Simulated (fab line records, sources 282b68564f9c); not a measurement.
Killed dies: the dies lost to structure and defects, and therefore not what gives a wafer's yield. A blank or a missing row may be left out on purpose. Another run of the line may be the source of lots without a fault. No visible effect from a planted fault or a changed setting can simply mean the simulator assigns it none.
A lot that was struck, set against a sound lot + flow ritCmos + 23 steps out of a route of 202
Sound: wafers L115.3, L115.4, L115.5. Wafers L116.2, L116.3, L116.5 were the ones struck. The cause is named last.
Order at every step that has rows: each side's tool, ch and its chambers, its first start. Under that, the readings that differ: sound wafers + struck wafers + difference of the means + sigmas: that difference in standard deviations of wafers without a fault.
alike: same words and numbers on both sides, and readings whose means sit less than 2 such deviations apart. not compared: any withheld reading, any reading some wafer has no value for, any bound like >300 that may hide the same value, and any number with overlapping values for which the record gives no deviation.
The two part at a step that has a row with sigmas, a row that says differs or no value, or rows on one side only. When numbers do not overlap yet have no deviation, they are printed without sigmas and do not part them. A reading that every wafer of one side lacks parts them only if that side has two wafers or more.

RIT_SDANNEAL_RS_MEAS_06: measurement is done with a four-point probe.
  sound on filmMetro-01 at day 4 03:01; struck on filmMetro-04 at day 4 10:21
  alike: PLDD_RS
RIT_SDANNEAL_RS_MEAS_07: measurement is done with a four-point probe.
  sound on filmMetro-01 at day 4 03:08; struck on filmMetro-04 at day 4 10:28
  alike: NLDD_RS
then, 1 step without rows for these wafers: RIT_SILICIDE_WET_ETCH_00 (etches SiO2 in BOE, target depth 14 nm, time 15 s).
RIT_SILICIDE_SPUTTER_01: material Ti, target thk 30 nm, time 240 s.
  sound on pvdSputter-04 at day 4 03:13; struck on pvdSputter-03 at day 4 10:35
  alike: cathodeDcPowerW, throttleValvePct
RIT_SILICIDE_RS_MEAS_02: measurement is done with a four-point probe.
  sound on filmMetro-02 at day 4 03:25; struck on filmMetro-02 at day 4 10:45
  alike: SILICIDE_TI_RS
RIT_SILICIDE_THK_MEAS_03: measures by xrf.
  sound on filmMetro-02 at day 4 03:31; struck on filmMetro-02 at day 4 10:52
  alike: SILICIDE_TI_THK
RIT_SILICIDE_RTA_04: time 10 s, ramp up 5 s, ramp down 5 s.
  sound on rtpAnneal-01 ch 0, day 4 03:34; struck on rtpAnneal-02 ch 0, day 4 10:55
  alike: wafer_temp_C_max
then, 1 step without rows for these wafers: RIT_SILICIDE_WET_ETCH_05 (etches Ti in SPM, time 120 s).
RIT_SILICIDE_RTA_06: time 10 s, ramp up 5 s, ramp down 10 s.
  sound on rtpAnneal-02 ch 0, day 4 03:41; struck on rtpAnneal-01 ch 0, day 4 11:02
  alike: wafer_temp_C_max
RIT_CONTACT_CVD_00: deposits SiO2 from TEOS, target thk 400 nm, time 61 s.
  sound on pecvd-04 ch 1,2, day 4 03:43; struck on pecvd-01 ch 0,1,2, day 4 11:05
  alike: heaterPowerW
RIT_CONTACT_THK_MEAS_01:
  sound on filmMetro-04 at day 4 03:47; struck on filmMetro-01 at day 4 11:09
  alike: CONTACT_TEOS_THK
then, 1 step without rows for these wafers: RIT_CONTACT_HMDS_02 (prime time 60 s).
RIT_CONTACT_COAT_03: resist thk 1000 nm.
  sound on lithoTrack-02 ch 0, day 4 04:02; struck on lithoTrack-02 ch 0, day 4 11:22
| reading                                     | sound                | struck               | difference | sigmas      |
|---------------------------------------------|----------------------|----------------------|------------|-------------|
| spinSpeedRpm (rpm)                          | 3251.6 3250.0 3253.3 | 3768.5 3772.1 3771.4 | +519.0     | +99 or more |
| model.NOVOLAK_of_CONTACT_COAT_03.thkNm (nm) | 1003 1001 1003       | 930 928.8 927.2      | -74        |             |
then, 4 steps without rows for these wafers: RIT_CONTACT_SOFTBAKE_04 (time 60 s); RIT_CONTACT_EXPOSE_05 (exposes mask M11, target cd 1000 nm); RIT_CONTACT_PEB_06; RIT_CONTACT_DEVELOP_07 (develop time 120 s).
RIT_CONTACT_CD_MEAS_08: target cd 1000 nm.
  sound on cdSem-02 at day 4 04:58; struck on cdSem-02 at day 4 12:11
| reading   | sound             | struck               | difference | sigmas |
|-----------|-------------------|----------------------|------------|--------|
| cdNm (nm) | 995.9 994.2 996.4 | 1007.8 1007.5 1004.8 | +11.2      | +5     |
RIT_CONTACT_OVL_MEAS_09:
  sound on overlay-02 at day 4 05:04; struck on overlay-01 at day 4 12:17
  alike: CONTACT_OVL
then, 1 step without rows for these wafers: RIT_CONTACT_HARDBAKE_10 (time 60 s).
RIT_CONTACT_ETCH_11: etches SiO2 in CHF3/CF4/Ar, stops on TiSi2, target depth 480 nm, time 320 s.
  sound on rieDiel-01 ch 1,3, day 4 05:14; struck on rieDiel-01 ch 0,1,3, day 4 12:28
| reading                                     | sound             | struck            | difference | sigmas |
|---------------------------------------------|-------------------|-------------------|------------|--------|
| model.NOVOLAK_of_CONTACT_COAT_03.thkNm (nm) | 767.1 766.9 766.3 | 704.4 704.3 701.7 | -63.3      |        |
| model.CONTACT.cdNm (nm)                     | 996 994.1 995.8   | 1008 1007 1005    | +11        |        |
  alike: drypumpMotorCurrentA, oesProductAu, throttleValvePct
  not compared: rfHoursCounterH
RIT_CONTACT_STRIP_12: strips in O2, time 180 s.
  sound on plasmaAsher-02 ch 0,1, day 4 05:29; struck on plasmaAsher-03 ch 0, day 4 12:40
| reading                  | sound       | struck      | difference | sigmas |
|--------------------------|-------------|-------------|------------|--------|
| drypumpMotorCurrentA (A) | 6.2 6.0 6.0 | 5.2 5.2 5.2 | -0.9       | -3     |
  not compared: rfHoursCounterH
RIT_M1_PROBE_99:
  sound wafers here have rows in the record (prober-01, day 4 10:13); struck ones have none

== WHERE THEY PART ==
Last at RIT_M1_PROBE_99 as far as this record goes, first at RIT_CONTACT_COAT_03.

WHY: what had been put in by the simulator
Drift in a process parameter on lithoTrack-02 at RIT_CONTACT_COAT_03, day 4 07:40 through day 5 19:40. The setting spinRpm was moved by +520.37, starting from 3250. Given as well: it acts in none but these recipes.
